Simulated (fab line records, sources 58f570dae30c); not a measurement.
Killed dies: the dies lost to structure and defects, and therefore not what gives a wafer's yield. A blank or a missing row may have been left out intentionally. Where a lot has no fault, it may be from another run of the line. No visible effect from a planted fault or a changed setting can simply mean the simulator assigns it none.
One fault seen from 2 desks | flow berkeley_cmos170 | numbers are kept per desk, each desk with only its own; the story behind them comes last

== AT THE METROLOGY DESK ==
Means of the sampled wafers that have a number, per lot and without regard to the tool the lot ran on: this is what the gauges read. Marked OUT: a lot whose mean sits more than 4 standard deviations from the usual mean, which makes it out of limits; the brackets give that distance.
Columns: A = NWELL_OXIDE_THK at UCB170_NWELL_THK_MEAS_02, usual 26.5 nm; B = NWELL_NITRIDE_THK at UCB170_NWELL_THK_MEAS_05, usual 223.8 nm; C = NWELL_OVL at UCB170_NWELL_OVL_MEAS_12, usual -1 nm
lot  | first seen here | A    | B     | C
L497 | day 2 10:38     | 26.6 | 225.2 | -1
L503 | day 3 19:00     | 26.6 | 225.0 | 0
L510 | day 4 22:43     | 26.7 | 224.5 | 3
L512 | day 5 13:14     | 26.0 | 221.5 | 1
L514 | day 5 21:09     | 26.9 | 225.7 | -8
L517 | day 6 14:06     | 26.2 | 222.7 | -4
This desk's verdict: no lot among the 6 shows anything out of limits.

== THE TOOL OWNER'S DESK: rie_diel-04 ==
The tool's own readings at UCB170_NWELL_ETCH_13 (etches Si3N4 in CH3F/Ar/O2, stops on SiO2, target depth 246.4 nm, time 154 s): means of the sampled wafers that have a number, for each lot that ran on this tool. Marked OUT: a lot whose mean sits more than 4 standard deviations from the usual mean, which makes it out of limits; the brackets give that distance.
Columns: A = drypump_motor_current_A at UCB170_NWELL_ETCH_13, usual 5.9 A; B = oes_product_au at UCB170_NWELL_ETCH_13, usual 0.945 a.u.; C = throttle_valve_pct at UCB170_NWELL_ETCH_13, usual 8.07 %
lot  | first seen here | A   | B     | C
L497 | day 2 20:31     | 5.9 | 0.959 | 8.09
L503 | day 4 05:03     | 5.9 | 0.958 | 8.09
L510 | day 5 06:46     | 6.0 | 0.943 | 8.12
L512 | day 6 00:29     | 6.1 | 0.935 | 8.21
This desk's verdict: no lot among the 4 shows anything out of limits.

== PUT TOGETHER ==
At the metrology desk, nothing out of limits was observed.
The desk of the tool owner found nothing out of limits.

== WHAT THE SIMULATOR HAD INSERTED ==
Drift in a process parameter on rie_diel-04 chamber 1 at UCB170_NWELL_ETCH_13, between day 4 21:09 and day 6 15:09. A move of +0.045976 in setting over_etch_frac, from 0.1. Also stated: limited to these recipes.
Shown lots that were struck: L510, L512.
